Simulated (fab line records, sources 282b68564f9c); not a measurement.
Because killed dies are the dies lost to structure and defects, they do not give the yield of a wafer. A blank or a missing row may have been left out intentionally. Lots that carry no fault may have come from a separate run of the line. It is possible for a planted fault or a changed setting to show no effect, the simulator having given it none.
fab line records -- flow rit-cmos
[record] lots = 7, wafers = 21, last-day = 7
route steps=202 shown NWELL@30 PWELL@39 M1@202
lots untouched by any fault: they come from a run of this same line in which no faults occurred
start-h: start of the lot's first displayed wafer, in hours after the record's first day -- wait-h: time in hours since the lot's previous step -- " repeats the value in the row above -- L1.1+2: a row that stands for several wafers -- - no value, or no start was given -- * or withheld: withheld -- < > ~ a bound
route shown NAME@n: names a module that has steps shown in the file, with the first one's number in the route -- usual: mean and standard deviation over wafers with no fault -- same: alike in all rows -- chamber/n: place in a boat -- sites: each site's reading -- _std_site: their standard deviation -- _edge_site: outer sites' mean less inner sites' -- radius-mm: how far each site lies from the wafer's centre -- mask NAME#n: copy n -- behind: the tool/chamber that last shaped the wafer -- hold: why the lot was held/for how many hours/how that ended -- device: which transistor (n, p or np) failed to switch -- end of line: the same wafers' tests at the end of the route -- a step with no rows: only its recipe -- killed: dies lost to structure and defects at the first sort, not the wafer's yield -- map: a wafer's dies, marking killed ones x, the rest . and places with no die _
set.NAME: the setting the step ran with; set.NAME@STEP: the setting that earlier step ran with -- model.NAME: the simulator's own value behind a step, which no gauge read
lots seen at some steps along the route; tables by step, rows by wafer
services: from which hour (start-h, from the record's first day; less than 0 if before it) a tool's chamber was out of use, for how many hours, and why
[[steps]]
[step RIT_NWELL_SOFTBAKE_02]
[recipe] resist = NOVOLAK, temp-c = 90, time-s = 60
[step RIT_NWELL_EXPOSE_03]
[recipe] mask-id = M2, na = 0.57, target-cd-nm = 43900, dose-mj = 250
[step RIT_NWELL_PEB_04]
[recipe] resist = NOVOLAK, temp-c = withheld, time-s = withheld
[step RIT_NWELL_DEVELOP_05]
[recipe] resist = NOVOLAK, develop-time-s = 68, dev-temp-c = 23
[step RIT_NWELL_OVL_MEAS_06]
[usual] NWELL_OVL = -0.5/1.3
lot.wafer,tool,chamber,start-h,wait-h,NWELL_OVL[nm]
L242.4,overlay-01,-,36.54,-,-4.1
L242.5,overlay-01,-,36.54,-,-1.5
L242.6,overlay-01,-,36.54,-,-2.1
L245.1,overlay-02,-,50.39,-,-0.1
L245.4,overlay-02,-,50.39,-,-1.5
L245.5,overlay-02,-,50.39,-,-1.0
L250.1,overlay-01,-,75.34,-,0.6
L250.4,overlay-01,-,75.34,-,1.8
L250.5,overlay-01,-,75.34,-,1.2
L252.1,overlay-02,-,85.94,-,-2.7
L252.2,overlay-02,-,85.94,-,-2.9
L252.4,overlay-02,-,85.94,-,-0.9
L254.2,overlay-01,-,95.91,-,-0.5
L254.3,overlay-01,-,95.91,-,0.2
L254.6,overlay-01,-,95.91,-,-1.7
L256.1,overlay-01,-,105.44,-,-1.3
L256.2,overlay-01,-,105.44,-,-1.3
L256.4,overlay-01,-,105.44,-,-1.1
L259.3,overlay-01,-,120.28,-,1.0
L259.4,overlay-01,-,120.28,-,1.8
L259.5,overlay-01,-,120.28,-,0.2
[step RIT_NWELL_HARDBAKE_07]
[recipe] resist = NOVOLAK, temp-c = 140, time-s = 120
[step RIT_NWELL_IMPLANT_08]
[recipe] species = P, energy-kev = 170, dose-cm2 = 5e+13, tilt-deg = 7
[step RIT_NWELL_STRIP_09]
[recipe] chemistry = O2, time-s = 180, resist = NOVOLAK, platen-temp-c = withheld, power-w = 500, pressure-mtorr = 4000, o2-flow-sccm = 4000
[usual] drypump-motor-current-A = 5.6/0.45, o2-flow-sccm = 3997/13
lot.wafer,tool,chamber,start-h,wait-h,drypump-motor-current-A,o2-flow-sccm,rf-hours-counter-h
L242.4,plasma-asher-02,0,37.01,0.1,5.5,3995,-
L242.5,plasma-asher-02,0,37.01,0.1,5.5,3990,-
L242.6,plasma-asher-02,1,37.01,0.1,5.8,3995,-
L245.1,plasma-asher-02,0,50.82,0.1,5.5,4010,41
L245.4,plasma-asher-02,1,50.82,0.1,5.8,3970,-
L245.5,plasma-asher-02,1,50.82,0.1,5.8,3975,-
L250.1,plasma-asher-02,1,75.79,0.1,5.8,3986,44
L250.4,plasma-asher-02,0,75.79,0.1,5.5,4009,-
L250.5,plasma-asher-02,0,75.79,0.1,5.5,4021,-
L252.1,plasma-asher-02,1,86.37,0.1,5.8,3970,45
L252.2,plasma-asher-02,0,86.37,0.1,5.5,3985,45
L252.4,plasma-asher-02,1,86.37,0.1,5.8,3985,-
L254.2,plasma-asher-03,0,96.34,0.1,4.7,3997,47
L254.3,plasma-asher-03,1,96.34,0.1,6.1,3983,-
L254.6,plasma-asher-03,1,96.34,0.1,6.1,3985,-
L256.1,plasma-asher-02,1,105.88,0.1,5.8,4007,47
L256.2,plasma-asher-02,0,105.88,0.1,5.5,4007,47
L256.4,plasma-asher-02,0,105.88,0.1,5.5,4006,-
L259.3,plasma-asher-02,0,120.76,0.1,5.5,4001,-
L259.4,plasma-asher-02,1,120.76,0.1,5.8,4006,-
L259.5,plasma-asher-02,1,120.76,0.1,5.8,3994,-
[step RIT_NWELL_TW_MEAS_10]
[usual] NWELL_TW = 2150/9.8
lot.wafer,tool,chamber,start-h,wait-h,NWELL_TW
L242.4,film-metro-02,-,37.16,0.1,2152
L242.5,film-metro-02,-,37.16,0.1,2139
L242.6,film-metro-02,-,37.16,0.1,2155
L245.1,film-metro-02,-,51.00,0.1,2159
L245.4,film-metro-02,-,51.00,0.1,2154
L245.5,film-metro-02,-,51.00,0.1,2162
L250.1,film-metro-04,-,75.96,0.1,2141
L250.4,film-metro-04,-,75.96,0.1,2148
L250.5,film-metro-04,-,75.96,0.1,2132
L252.1,film-metro-02,-,86.55,0.1,2152
L252.2,film-metro-02,-,86.55,0.1,2160
L252.4,film-metro-02,-,86.55,0.1,2167
L254.2,film-metro-03,-,96.52,0.1,2155
L254.3,film-metro-03,-,96.52,0.1,2144
L254.6,film-metro-03,-,96.52,0.1,2149
L256.1,film-metro-02,-,106.06,0.1,2156
L256.2,film-metro-02,-,106.06,0.1,2156
L256.4,film-metro-02,-,106.06,0.1,2156
L259.3,film-metro-02,-,120.90,0.1,2155
L259.4,film-metro-02,-,120.90,0.1,2159
L259.5,film-metro-02,-,120.90,0.1,2149
[step RIT_PWELL_HMDS_00]
[recipe] prime-time-s = 60, prime-temp-c = 140
[step RIT_PWELL_COAT_01]
[recipe] resist = NOVOLAK, spin-rpm = 2000, resist-thk-nm = 1308
[step RIT_PWELL_SOFTBAKE_02]
[recipe] resist = NOVOLAK, temp-c = 90, time-s = 60
[step RIT_PWELL_EXPOSE_03]
[recipe] mask-id = M3, na = 0.57, target-cd-nm = 43700, dose-mj = 250
[usual] stage-vel-mm-s = 500.01/0.21
lot.wafer,tool,chamber,start-h,wait-h,mask,stage-vel-mm-s,model.PWELL.overlay-x-nm
L242.4,iline-stepper-02,0,37.82,0.2,M3#0,499.79,-1.501
L242.5,iline-stepper-02,0,37.82,0.2,M3#0,500.04,-1.501
L242.6,iline-stepper-02,0,37.82,0.2,M3#0,499.90,-1.501
L245.1,iline-stepper-01,0,51.51,0.1,M3#0,500.26,1.009
L245.4,iline-stepper-01,0,51.51,0.1,M3#0,499.93,1.009
L245.5,iline-stepper-01,0,51.51,0.1,M3#0,500.14,1.009
L250.1,iline-stepper-02,0,76.52,0.1,M3#0,500.04,0.5185
L250.4,iline-stepper-02,0,76.52,0.1,M3#0,499.88,0.5185
L250.5,iline-stepper-02,0,76.52,0.1,M3#0,500.17,0.5185
L252.1,iline-stepper-01,0,87.24,0.2,M3#0,500.14,241.9
L252.2,iline-stepper-01,0,87.24,0.2,M3#0,500.12,241.9
L252.4,iline-stepper-01,0,87.24,0.2,M3#0,500.31,241.9
L254.2,iline-stepper-01,0,97.17,0.2,M3#0,499.94,240.3
L254.3,iline-stepper-01,0,97.17,0.2,M3#0,499.67,240.3
L254.6,iline-stepper-01,0,97.17,0.2,M3#0,499.90,240.3
L256.1,iline-stepper-01,0,106.69,0.2,M3#0,500.02,238.2
L256.2,iline-stepper-01,0,106.69,0.2,M3#0,500.04,238.2
L256.4,iline-stepper-01,0,106.69,0.2,M3#0,500.07,238.2
L259.3,iline-stepper-02,0,121.66,0.3,M3#0,499.93,2.902
L259.4,iline-stepper-02,0,121.66,0.3,M3#0,500.04,2.902
L259.5,iline-stepper-02,0,121.66,0.3,M3#0,500.13,2.902
[step RIT_PWELL_PEB_04]
[recipe] resist = NOVOLAK, temp-c = withheld, time-s = withheld
[step RIT_PWELL_DEVELOP_05]
[recipe] resist = NOVOLAK, develop-time-s = 68, dev-temp-c = 23
[step RIT_PWELL_OVL_MEAS_06]
[usual] PWELL_OVL = 0.1/1.6
lot.wafer,tool,chamber,start-h,wait-h,PWELL_OVL[nm]
L242.4,overlay-02,-,38.21,-,-1.4
L242.5,overlay-02,-,38.21,-,-0.1
L242.6,overlay-02,-,38.21,-,-0.7
L245.1,overlay-01,-,51.94,-,-0.6
L245.4,overlay-01,-,51.94,-,0.8
L245.5,overlay-01,-,51.94,-,0.2
L250.1,overlay-02,-,76.98,-,1.5
L250.4,overlay-02,-,76.98,-,2.5
L250.5,overlay-02,-,76.98,-,2.0
L252.1,overlay-01,-,87.67,-,241.6
L252.2,overlay-01,-,87.67,-,241.0
L252.4,overlay-01,-,87.67,-,240.7
L254.2,overlay-01,-,97.58,-,238.7
L254.3,overlay-01,-,97.58,-,240.5
L254.6,overlay-01,-,97.58,-,239.1
L256.1,overlay-01,-,107.16,-,238.3
L256.2,overlay-01,-,107.16,-,238.9
L256.4,overlay-01,-,107.16,-,238.1
L259.3,overlay-01,-,122.16,-,1.5
L259.4,overlay-01,-,122.16,-,1.7
L259.5,overlay-01,-,122.16,-,1.9
[step RIT_PWELL_HARDBAKE_07]
[recipe] resist = NOVOLAK, temp-c = 140, time-s = 120
[step RIT_M1_PROBE_99]
[usual] killed_at_M0_to_M3 = 0.0/0.14, killed-at-contacts = 0.0/0.22, killed-at-front-end = 6.5/3, killed-dies = 6.6/3, killed-open = 3.4/2.2, killed-short = 3.3/1.7
[same] gross-dies = 264, killed_at_M4_up = 0, killed-at-back-side = 0, killed-at-other = 0
lot.wafer,tool,chamber,start-h,wait-h,killed_at_M0_to_M3,killed-at-contacts,killed-at-front-end,killed-dies,killed-open,killed-short,model.etest.well-edge-left.line-ohm-um,model.etest.well-edge-right.line-ohm-um,model.etest.iso-nwell-nwell.bv-v
L242.4,prober-02,-,72.24,0.2,0,0,14,14,5,9,182,180,22.3
L242.5,prober-02,-,72.29,0.2,0,1,10,11,6,5,180.5,179.3,22.22
L242.6,prober-02,-,72.34,0.2,0,0,13,13,11,2,179.2,182.5,22.29
L245.1,prober-01,-,85.99,0.1,0,0,8,8,5,3,180.9,181.1,22.38
L245.4,prober-01,-,86.14,0.2,0,0,7,7,4,3,180.2,181.8,22.24
L245.5,prober-01,-,86.19,0.2,0,0,6,6,4,2,181,178.8,22.46
L250.1,prober-02,-,112.80,0.1,0,0,7,7,1,6,181.8,179.4,21.55
L250.4,prober-02,-,112.95,0.2,0,0,6,6,3,3,181.2,182.6,22.09
L250.5,prober-02,-,113.00,0.2,0,0,7,7,2,5,181.5,182.2,21.98
L252.1,prober-02,-,122.66,0.1,1,0,2,3,0,3,202.3,168.9,20.88
L252.2,prober-02,-,122.71,0.1,0,0,7,7,3,4,202,168.9,20.76
L252.4,prober-02,-,122.81,0.2,0,0,7,7,5,2,206.2,168.4,20.86
L254.2,prober-02,-,131.76,0.1,0,0,3,3,0,3,200.8,166.4,20.58
L254.3,prober-02,-,131.81,0.2,0,0,8,8,5,3,201.1,167,20.77
L254.6,prober-02,-,131.96,0.2,0,0,6,6,3,3,203.1,167.3,20.85
L256.1,prober-02,-,143.23,0.1,0,0,5,5,2,3,200.8,165.6,20.34
L256.2,prober-02,-,143.28,0.1,0,0,9,9,5,4,202.7,169.8,21
L256.4,prober-02,-,143.38,0.2,0,0,8,8,5,3,201.7,167.7,20.95
L259.3,prober-01,-,158.54,0.2,0,1,7,8,3,5,179.4,180.6,22.11
L259.4,prober-01,-,158.59,0.2,0,0,5,5,5,0,182.9,183.2,22.16
L259.5,prober-01,-,158.64,0.2,0,0,11,11,7,4,185.2,181.5,22.32
// killed by level:class
L242.4 GATE:geometric-particle:short=5 GATE:geometric-particle:open=3 SPACER:geometric-particle:short=3 FOX1:geometric-particle:open=1 REOX:geometric-particle:short=1 SPACER:geometric-particle:open=1
L242.5 GATE:geometric-particle:short=4 GATE:geometric-particle:open=4 FOX1:geometric-particle:open=1 REOX:geometric-particle:short=1 CONTACT:geometric-particle:open=1
L242.6 GATE:geometric-particle:open=7 SPACER:geometric-particle:open=3 FOX2:geometric-particle:short=1 GATE:geometric-particle:short=1 REOX:geometric-particle:open=1
L245.1 FOX2:geometric-particle:open=2 SILICIDE:geometric-particle:short=2 GATE:geometric-particle:open=1 GATE:geometric-particle:short=1 REOX:geometric-particle:open=1 SPACER:geometric-particle:open=1
L245.4 GATE:geometric-particle:short=2 FOX1:geometric-particle:open=1 FOX2:geometric-particle:open=1 REOX:geometric-particle:open=1 REOX:geometric-particle:short=1 SILICIDE:geometric-particle:open=1
L245.5 FOX1:geometric-particle:open=1 FOX1:geometric-particle:short=1 FOX2:geometric-particle:open=1 REOX:geometric-particle:open=1 SPACER:geometric-particle:open=1 SILICIDE:geometric-particle:short=1
L250.1 GATE:geometric-particle:short=3 FOX2:geometric-particle:short=1 REOX:geometric-particle:short=1 SPACER:geometric-particle:short=1 SPACER:geometric-particle:open=1
L250.4 SPACER:geometric-particle:open=2 FOX1:geometric-particle:open=1 FOX1:geometric-particle:short=1 GATE:geometric-particle:short=1 SPACER:geometric-particle:short=1
L250.5 GATE:geometric-particle:short=2 SPACER:geometric-particle:short=2 FOX1:geometric-particle:short=1 GATE:geometric-particle:open=1 SPACER:geometric-particle:open=1
L252.1 GATE:geometric-particle:short=1 SPACER:geometric-particle:short=1 M1:geometric-particle:short=1
L252.2 GATE:geometric-particle:short=3 FOX1:geometric-particle:open=1 FOX2:geometric-particle:open=1 FOX2:geometric-particle:short=1 GATE:geometric-particle:open=1
L252.4 GATE:geometric-particle:open=2 SILICIDE:geometric-particle:open=2 FOX2:geometric-particle:open=1 SPACER:geometric-particle:short=1 REOX:geometric-particle:short=1
L254.2 FOX1:geometric-particle:short=1 GATE:geometric-particle:short=1 SPACER:geometric-particle:short=1
L254.3 FOX1:geometric-particle:open=2 GATE:geometric-particle:open=2 GATE:geometric-particle:short=2 FOX2:geometric-particle:short=1 SILICIDE:geometric-particle:open=1
L254.6 GATE:geometric-particle:open=2 REOX:geometric-particle:short=2 REOX:geometric-particle:open=1 SPACER:geometric-particle:short=1
L256.1 GATE:geometric-particle:short=3 SPACER:geometric-particle:open=1 SILICIDE:geometric-particle:open=1
L256.2 GATE:geometric-particle:short=2 SPACER:geometric-particle:open=2 SILICIDE:geometric-particle:short=2 GATE:geometric-particle:open=1 REOX:geometric-particle:open=1 SILICIDE:geometric-particle:open=1
L256.4 REOX:geometric-particle:open=3 GATE:geometric-particle:open=2 REOX:geometric-particle:short=2 GATE:geometric-particle:short=1
L259.3 GATE:geometric-particle:short=3 FOX2:geometric-particle:open=1 GATE:geometric-particle:open=1 SPACER:geometric-particle:short=1 SILICIDE:geometric-particle:open=1 CONTACT:geometric-particle:short=1
L259.4 REOX:geometric-particle:open=3 SILICIDE:geometric-particle:open=2
L259.5 GATE:geometric-particle:open=2 REOX:geometric-particle:open=2 SILICIDE:geometric-particle:open=2 FOX2:geometric-particle:short=1 GATE:geometric-particle:short=1 SPACER:geometric-particle:open=1 SPACER:geometric-particle:short=1 SILICIDE:geometric-particle:short=1
[[services]]
tool,chamber,start-h,hours,kind
iline-stepper-01,-,16.82,1.7,pm
plasma-asher-03,-,36.07,1.1,repair
iline-stepper-02,-,48.99,1.7,pm
iline-stepper-01,-,105.04,1.3,repair
[[key]]
[first-sign] step = RIT_PWELL_OVL_MEAS_06, reading = PWELL_OVL, direction = up, sigmas = 99+, usual = 0.1, struck = 239.7
effect none on later readings
[model-effect] step = RIT_PWELL_EXPOSE_03, value = PWELL.overlay-x-nm, without = 0.1362, struck = 240.1
[model-effect] step = RIT_M1_PROBE_99, value = etest.well-edge-left.line-ohm-um, without = 181.4, struck = 202.3
met-at RIT_PWELL_EXPOSE_03
struck-wafers L252.1,L252.2,L252.4,L254.2,L254.3,L254.6,L256.1,L256.2,L256.4
tester-left-out L252,L254,L256
onset-between 51.51 87.24
[fault] kind = scanner-matching-overlay, tool = iline-stepper-01, chamber = -, onset-h = 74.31, steps = RIT_PWELL_EXPOSE_03, offset = 240
// tester-left-out: of these lots the tester's yield and bins aren't shown, on N5 and GAA mostly nor the transistor test; their killed dies are dies lost to structure and defects alone, not to doping, threshold or leakage, so they don't give the yield
